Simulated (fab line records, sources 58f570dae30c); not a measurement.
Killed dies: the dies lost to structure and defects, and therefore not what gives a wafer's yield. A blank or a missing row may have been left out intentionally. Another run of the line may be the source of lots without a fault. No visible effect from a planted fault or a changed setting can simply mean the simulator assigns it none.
Which tool is to blame?	flow berkeley cmos170	14 lots with 42 wafers sampled at 3 steps, on a route of 331 steps

== WHAT EACH GAUGE READ, for each wafer ==
UCB170_CONTACT_CD_MEAS_90 targets a cd of 700 nm.
lot	measured	on	cd nm (nm)
L650	day 7 07:31	cd sem-02	702.7 703.0 702.7
L651	day 7 22:13	cd sem-01	700.1 700.8 700.6
L652	day 8 01:23	cd sem-01	700.4 701.0 700.0
L654	day 8 07:11	cd sem-01	698.1 699.7 699.2
L655	day 8 07:34	cd sem-01	699.2 698.9 698.7
L659	day 9 07:27	cd sem-02	697.8 700.1 699.1
L660	day 9 08:52	cd sem-01	697.9 697.6 697.1
L662	day 9 19:04	cd sem-01	697.8 699.2 698.8
L664	day 10 09:25	cd sem-01	702.3 703.3 701.7
L666	day 10 13:59	cd sem-01	699.7 700.8 699.7
L667	day 11 02:43	cd sem-02	700.7 699.5 700.0
L668	day 12 01:24	cd sem-02	700.2 699.8 701.2
L670	day 12 07:02	cd sem-01	697.3 696.4 698.1
L671	day 12 13:14	cd sem-01	699.7 698.4 699.4

UCB170_V1_THK_MEAS_01.
lot	measured	on	V1_TEOS_THK (nm)
L650	day 7 12:49	film metro-02	2029 2045 2024
L651	day 8 07:10	film metro-04	2021 2004 2021
L652	day 8 07:10	film metro-03	2024 2025 2055
L654	day 8 12:51	film metro-03	2020 2008 2044
L655	day 8 13:01	film metro-03	1962 2014 2022
L659	day 9 16:20	film metro-02	2021 2007 2027
L660	day 9 16:20	film metro-03	2052 1997 2026
L662	day 10 04:37	film metro-03	2084 2166 2124
L664	day 10 17:31	film metro-02	2156 2167 2193
L666	day 10 19:36	film metro-02	2023 2035 2072
L667	day 11 09:21	film metro-03	2019 2041 2067
L668	day 12 08:47	film metro-03	2045 2035 2035
L670	day 12 14:45	film metro-02	2049 2091 2086
L671	day 12 19:52	film metro-03	2012 2002 2055

== EACH LOT AND THE TOOL THAT RAN IT (in order: tool; ch and the chambers of the sampled wafers; start) ==
lot	UCB170_V1_CVD_00
L650	pecvd-04 ch 0,1,2, day 7 12:38
L651	pecvd-04 ch 1,2, day 8 07:00
L652	pecvd-01 ch 0,1, day 8 07:00
L654	pecvd-02 ch 0,1,2, day 8 12:41
L655	pecvd-04 ch 0,1,2, day 8 12:50
L659	pecvd-01 ch 0,2, day 9 16:10
L660	pecvd-04 ch 0,1, day 9 16:10
L662	pecvd-04 ch 0,1,2, day 10 04:28
L664	pecvd-04 ch 0,1, day 10 17:20
L666	pecvd-02 ch 1,2, day 10 19:26
L667	pecvd-02 ch 0,1,2, day 11 09:11
L668	pecvd-01 ch 0,1,2, day 12 08:40
L670	pecvd-02 ch 0,2, day 12 14:35
L671	pecvd-02 ch 0,2, day 12 19:43
- UCB170_V1_CVD_00: deposits SiO2 from TEOS/O2, target thk 2000 nm, time 254.2 s.

== WHAT THE TOOLS THEMSELVES READ (means of the sampled wafers that have a number; where no wafer has one, the mark that the record gives instead) ==
UCB170_V1_CVD_00.
lot	tool	heater power w (W)
L650	pecvd-04	216
L651	pecvd-04	241
L652	pecvd-01	262
L654	pecvd-02	236
L655	pecvd-04	207
L659	pecvd-01	285
L660	pecvd-04	253
L662	pecvd-04	221
L664	pecvd-04	248
L666	pecvd-02	248
L667	pecvd-02	235
L668	pecvd-01	221
L670	pecvd-02	242
L671	pecvd-02	285

== THE ANSWER, worked out from the rows above alone ==
Rule: the lots themselves supply what counts as usual. Put in order of their means at a reading, lots are off if they are a third of the lots or fewer, leave a main group of 4 or more, and stand apart from it by a gap of 3 or more times the standard deviation of the main group's means; of several such gaps the widest counts. If all means in a main group match to the digits the tables above print for the reading, that group is not used. A lot without any number at a reading at which 4 lots or more have one is off too. The other lots that the step has rows for count as sound. First the gauges in route order, then the tools' own readings, where a lot's mean is used as printed above. The first step at which some lot is off is used, and at that step the reading that is off furthest; a lot without a number counts as furthest.
Across all readings shown, no lot is off: no conclusion can be drawn from this.

== WHAT THE SIMULATOR PUT IN ==
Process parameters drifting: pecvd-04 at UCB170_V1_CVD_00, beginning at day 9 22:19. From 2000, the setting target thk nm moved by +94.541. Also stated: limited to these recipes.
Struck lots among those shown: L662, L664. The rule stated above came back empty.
